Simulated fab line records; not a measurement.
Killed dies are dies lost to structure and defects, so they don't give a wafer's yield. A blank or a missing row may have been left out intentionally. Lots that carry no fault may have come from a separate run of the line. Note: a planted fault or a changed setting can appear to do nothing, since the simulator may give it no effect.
Which tool is to blame?    flow berkeley_cmos170    route of 331 steps, sampled at 1 step: 6 lots, 18 wafers

## WHAT THE GAUGES READ, wafer by wafer
UCB170_CONTACT_OVL_MEAS_16.
lot   measured      on          CONTACT_OVL (nm)
L122  day 7 21:26   overlay-01  -7 2 -10
L124  day 8 20:11   overlay-01  0 -12 2
L130  day 9 15:30   overlay-02  0 4 -3
L132  day 10 12:35  overlay-01  -8 -1 -9
L141  day 12 04:01  overlay-02  6 3 5
L144  day 13 11:14  overlay-01  8 11 5

## EACH LOT AND THE TOOL THAT RAN IT (in order: tool; ch and the chambers of the sampled wafers; start)
No process step before these readings appears in the record.

## THE ANSWER, worked out from the rows above alone
Rule: the lots themselves supply what counts as usual. The widest of any qualifying gaps counts: lots, ordered by their means at a reading, are off when they make up no more than a third of the lots, leave a main group of 4 or more, and stand apart from it by 3 or more times the standard deviation of that group's means. A main group is skipped when, at the precision printed for the reading in the tables above, its means are all equal. A lot without any number at a reading at which 4 lots or more have one is off too. Where the step has rows for the other lots, those lots are counted as sound.
Nothing can be told from this: no lot is off at any reading shown.

## WHAT HAD BEEN PUT IN BY THE SIMULATOR
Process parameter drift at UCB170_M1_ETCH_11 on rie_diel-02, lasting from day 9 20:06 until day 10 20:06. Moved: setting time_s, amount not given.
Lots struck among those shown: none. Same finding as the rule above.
